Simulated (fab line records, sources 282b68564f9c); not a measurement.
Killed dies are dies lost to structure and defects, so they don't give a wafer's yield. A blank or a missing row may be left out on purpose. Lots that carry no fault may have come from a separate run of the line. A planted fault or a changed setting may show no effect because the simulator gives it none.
A single fault, viewed from 2 desks	flow rit-cmos	what lay behind the numbers comes last; until then each desk has only its own

== THE TOOL OWNER'S DESK: implanter-02 ==
The tool's own readings at RIT_NLDD_IMPLANT_08: means of the sampled wafers that have a number, for each lot that ran on this tool. Any lot whose mean is over 4 standard deviations away from the usual mean is out of limits and marked OUT; that distance is given in the brackets.
Columns: A = beam-on-s at RIT_NLDD_IMPLANT_08, usual 10.01 s
lot	first seen here	A
L407	day 2 19:05	10.04
L409	day 3 08:03	10.19
L412	day 4 04:17	10.02
L416	day 4 21:25	9.74
L425	day 7 12:30	10.11
L426	day 7 20:08	10.12
This desk's finding: nothing out of limits on any of the 6 lots.

== METROLOGY DESK ==
Means of the sampled wafers that have a number, per lot and without regard to the tool the lot ran on: this is what the gauges read. Any lot whose mean is over 4 standard deviations away from the usual mean is out of limits and marked OUT; that distance is given in the brackets.
Columns: A = ACTIVE_OXIDE_THK at RIT_ACTIVE_THK_MEAS_02, usual 46.6 nm; B = cd-nm at RIT_ACTIVE_CD_MEAS_11, usual 1400.1 nm; C = NLDD_RS at RIT_SDANNEAL_RS_MEAS_07, usual 151.6 ohm/sq
lot	first seen here	A	B	C
L407	day 1 12:39	47.2	1401.0	150.7
L408	day 1 17:40	46.7	1397.6	152.8
L409	day 1 22:23	47.0	1399.6	151.4
L411	day 2 08:50	46.7	1400.8	151.0
L412	day 2 13:24	46.8	1406.3	151.9
L414	day 2 23:52	47.0	1400.5	151.6
L415	day 3 04:11	46.2	1403.7	152.3
L416	day 3 09:03	47.2	1401.0	151.9
L418	day 3 19:04	47.0	1401.5	151.1
L419	day 4 00:03	45.1	1399.6	151.6
L425	day 5 07:38	46.4	1396.7	158.2 (+12) OUT
L426	day 5 13:32	46.2	1400.5	157.2 (+9.9) OUT
L427	day 5 18:16	46.6	1396.3	152.2
L429	day 6 12:16	46.6	1400.2	152.1
This desk finds L425, L426 out of limits, with the earliest case on L425 at day 8 04:32 (NLDD_RS at RIT_SDANNEAL_RS_MEAS_07). In limits: L407, L408, L409, L411, L412, L414, L415, L416, L418, L419, L427, L429.

== ALL TOGETHER ==
On L425, L426, the metrology desk was in a position to raise an alarm at day 8 04:32.
The desk of the tool owner found nothing out of limits.
The tool owner's desk has L425, L426 on record, within its limits.
The lots listed all ran RIT_NLDD_IMPLANT_08 on implanter-02.

== WHAT THE SIMULATOR HAD INSERTED ==
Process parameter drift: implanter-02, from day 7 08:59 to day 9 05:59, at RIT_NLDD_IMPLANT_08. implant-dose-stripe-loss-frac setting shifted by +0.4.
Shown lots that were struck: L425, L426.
Delay in hours, fault start to first out-of-limits reading, per desk: metrology desk 20.
